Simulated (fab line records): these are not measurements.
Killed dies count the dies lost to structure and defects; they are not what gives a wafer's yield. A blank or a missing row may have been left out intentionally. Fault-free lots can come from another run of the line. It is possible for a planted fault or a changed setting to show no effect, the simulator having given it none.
A lot that was struck, set against a sound lot :: flow ritCmos :: 20 steps out of a route of 202
Sound: the wafers L949.1, L949.3, L949.6. Wafers L941.1, L941.3, L941.6 were the ones struck. At the end, the cause is stated.
Order at every step that has rows: each side's tool, ch and its chambers, its first start. Under that, the readings that differ: sound wafers :: struck wafers :: difference of the means :: sigmas: that difference in standard deviations of wafers without a fault.
alike: words and numbers the same on both sides, and readings whose means are apart by under 2 such deviations; not compared: readings that were withheld, readings missing a value for some wafer, numbers with overlapping values and no deviation given by the record, and bounds like >300 which may hide the same value.
The two part at a step that has a row with sigmas, a row that says differs or no value, or rows on one side only. Numbers that have no deviation but don't overlap get no sigmas and don't part them. A reading that every wafer of one side lacks parts them only if that side has two wafers or more.

RIT_SDANNEAL_RS_MEAS_06: the measuring method here is four-point-probe.
  sound on filmMetro-03, day 7 11:13; struck on filmMetro-02, day 5 15:21
  alike: PLDD_RS
RIT_SDANNEAL_RS_MEAS_07: the measuring method here is four-point-probe.
  sound on filmMetro-03, day 7 11:20; struck on filmMetro-02, day 5 15:28
  alike: NLDD_RS
then, 1 step without rows for these wafers: RIT_SILICIDE_WET_ETCH_00 (etches SiO2 in BOE, target depth 14 nm, time 15 s).
RIT_SILICIDE_SPUTTER_01: material Ti, target thk 30 nm, time 240 s.
  sound on pvdSputter-02, day 7 11:29; struck on pvdSputter-01, day 5 15:37
  alike: throttleValvePct
RIT_SILICIDE_RS_MEAS_02: the measuring method here is four-point-probe.
  sound on filmMetro-04, day 7 11:38; struck on filmMetro-04, day 5 15:46
  alike: SILICIDE_TI_RS
RIT_SILICIDE_THK_MEAS_03: measures by xrf.
  sound on filmMetro-04, day 7 11:45; struck on filmMetro-04, day 5 15:53
  alike: SILICIDE_TI_THK
RIT_SILICIDE_RTA_04: time 10 s, ramp up 5 s, ramp down 5 s.
  sound on rtpAnneal-01 ch 0, day 7 11:49; struck on rtpAnneal-01 ch 0, day 5 15:57
  alike: wafer_temp_C_max
then, 1 step without rows for these wafers: RIT_SILICIDE_WET_ETCH_05 (etches Ti in SPM, time 120 s).
RIT_SILICIDE_RTA_06: time 10 s, ramp up 5 s, ramp down 10 s.
  sound on rtpAnneal-02 ch 0, day 7 11:55; struck on rtpAnneal-02 ch 0, day 5 16:13
  alike: wafer_temp_C_max
RIT_CONTACT_CVD_00: deposits SiO2 from TEOS, target thk 400 nm, time 61 s.
  sound on pecvd-03 ch 1,2, day 7 11:59; struck on pecvd-04 ch 0,1,2, day 5 16:17
  alike: heaterPowerW
RIT_CONTACT_THK_MEAS_01:
  sound on filmMetro-02, day 7 12:02; struck on filmMetro-01, day 5 16:20
  alike: CONTACT_TEOS_THK
then, 1 step without rows for these wafers: RIT_CONTACT_HMDS_02 (prime time 60 s).
RIT_CONTACT_COAT_03: resist thk 1000 nm.
  sound on lithoTrack-04 ch 0, day 7 12:15; struck on lithoTrack-01, day 5 16:32
  no value came back on the struck wafers for chillPlateTempC (C), dispensePressureKPa (kPa); on the sound wafers chillPlateTempC (C) reads 23.12 23.13 23.11
then, 4 steps without rows for these wafers: RIT_CONTACT_SOFTBAKE_04 (time 60 s); RIT_CONTACT_EXPOSE_05 (exposes mask M11, target cd 1000 nm); RIT_CONTACT_PEB_06; RIT_CONTACT_DEVELOP_07 (develop time 120 s).
RIT_CONTACT_CD_MEAS_08 targets a cd of 1000 nm.
  sound on cdSem-01, day 7 13:04; struck on cdSem-01, day 5 17:29
reading: cdNm (nm)
sound: 999.2 1001.0 1001.0
struck: - - -
difference: no value on the struck wafers
sigmas: 
RIT_CONTACT_OVL_MEAS_09:
  sound on overlay-01, day 7 13:11; struck on overlay-01, day 5 17:36
reading: CONTACT_OVL (nm)
sound: 0.8 0.1 0.1
struck: - - -
difference: no value on the struck wafers
sigmas: 
RIT_M1_PROBE_99:
  rows exist in the record for the struck wafers here (prober-01, day 5 23:01), but not for the sound ones

== WHERE THEY PART ==
At RIT_CONTACT_COAT_03 first; at RIT_M1_PROBE_99 last (within this record only).

WHY: what the simulator had put in
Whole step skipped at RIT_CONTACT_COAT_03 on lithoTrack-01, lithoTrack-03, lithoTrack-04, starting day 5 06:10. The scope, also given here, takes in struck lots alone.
